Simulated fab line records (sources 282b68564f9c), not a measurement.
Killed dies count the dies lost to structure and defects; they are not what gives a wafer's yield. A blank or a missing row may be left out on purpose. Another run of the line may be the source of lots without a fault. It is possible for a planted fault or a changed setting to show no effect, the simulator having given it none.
Comparing a struck lot with a sound one / flow rit_cmos / 16 out of 202 route steps
Sound: wafers L562.2, L562.3, L562.4. Wafers struck: L559.2, L559.4, L559.6. Last of all comes the cause.
For every step that has rows: the tool of each side, followed by ch and its chambers, followed by its first start. Under that, the readings that differ: sound wafers / struck wafers / difference of the means / sigmas: that difference in standard deviations of wafers without a fault.
alike: readings with means less than 2 such deviations apart, plus words and numbers identical on both sides. not compared: withheld readings, readings lacking a value on some wafer, bounds such as >300 that could conceal the same value, and numbers that have no deviation in the record and whose values overlap.
Wherever a step has rows on one side only, a row that says differs or no value, or a row with sigmas, the two part there. When numbers do not overlap yet have no deviation, they are printed without sigmas and do not part them. A reading missing from all wafers of one side parts the sides only when that side holds two or more wafers.

RIT_ACTIVE_BOW_MEAS_00:
  sound on film_metro-01, day 5 14:01; struck on film_metro-04, day 4 23:01
  alike: INCOMING_BOW
then, 1 step without rows for these wafers: RIT_ACTIVE_OXIDATION_01 (target thk 46.8 nm, ox time 3360 s).
RIT_ACTIVE_THK_MEAS_02:
  sound on film_metro-01, day 5 17:46; struck on film_metro-03, day 5 01:04
reading=ACTIVE_OXIDE_THK (nm); sound=49.2 49.2 50.0; struck=46.4 46.5 46.2; difference=-3.1; sigmas=-3
then, 1 step without rows for these wafers: RIT_ACTIVE_CVD_03 (deposits Si3N4 from SiH2Cl2/NH3, target thk 150 nm, time 1500 s).
RIT_ACTIVE_THK_MEAS_04:
  sound on film_metro-03, day 5 19:15; struck on film_metro-04, day 5 02:32
  alike: ACTIVE_NITRIDE_THK
then, 3 steps without rows for these wafers: RIT_ACTIVE_HMDS_05 (prime time 60 s); RIT_ACTIVE_COAT_06 (resist thk 1000 nm); RIT_ACTIVE_SOFTBAKE_07 (time 60 s).
RIT_ACTIVE_EXPOSE_08: exposes mask M1, target cd 1400 nm.
  sound on iline_stepper-01 ch 0, day 5 19:54; struck on iline_stepper-02 ch 0, day 5 03:04
reading=exposure_dose_mJ_cm2; sound=225.01 224.84 225.15; struck=218.35 218.22 218.26; difference=-6.72; sigmas=-31
  alike: mask, focus_offset_nm, reticle_temp_C
then, 2 steps without rows for these wafers: RIT_ACTIVE_PEB_09; RIT_ACTIVE_DEVELOP_10 (develop time 50 s).
RIT_ACTIVE_CD_MEAS_11: the cd target is 1400 nm.
  sound on cd_sem-01, day 5 20:18; struck on cd_sem-01, day 5 03:28
reading=cd_nm (nm); sound=1397.0 1396.7 1397.4; struck=1412.4 1411.2 1410.6; difference=+14.4; sigmas=+7
then, 1 step without rows for these wafers: RIT_ACTIVE_HARDBAKE_12 (time 60 s).
RIT_ACTIVE_ETCH_13: etches Si3N4 in SF6, stops on SiO2, time 210 s, target depth 210 nm.
  sound on rie_diel-03 ch 1,2, day 5 20:33; struck on rie_diel-02 ch 0,2,3, day 5 03:43
reading=drypump_motor_current_A (A); sound=5.8 5.1 5.1; struck=6.6 6.5 6.4; difference=+1.2; sigmas=+3
reading=throttle_valve_pct (%); sound=7.29 7.26 7.25; struck=7.55 7.46 7.60; difference=+0.27; sigmas=+2
reading=model.ACTIVE.cd_nm (nm); sound=1397 1397 1398; struck=1412 1411 1411; difference=+14; sigmas=
  alike: oes_product_au, rf_fwd_power_W
  not compared: rf_hours_counter_h
RIT_ACTIVE_STRIP_14: strips in O2, time 180 s.
  sound on plasma_asher-01 ch 0,1, day 5 20:41; struck on plasma_asher-01 ch 0,1, day 5 03:50
  alike: drypump_motor_current_A
  not compared: rf_hours_counter_h
following that, these wafers have no rows for 1 step: RIT_M1_PROBE_99.

== WHERE THEY PART ==
Earliest at RIT_ACTIVE_THK_MEAS_02; latest, in this record, at RIT_ACTIVE_ETCH_13. Later steps at which nothing parts them and some readings are alike: RIT_ACTIVE_STRIP_14.

WHY: the cause the simulator had injected
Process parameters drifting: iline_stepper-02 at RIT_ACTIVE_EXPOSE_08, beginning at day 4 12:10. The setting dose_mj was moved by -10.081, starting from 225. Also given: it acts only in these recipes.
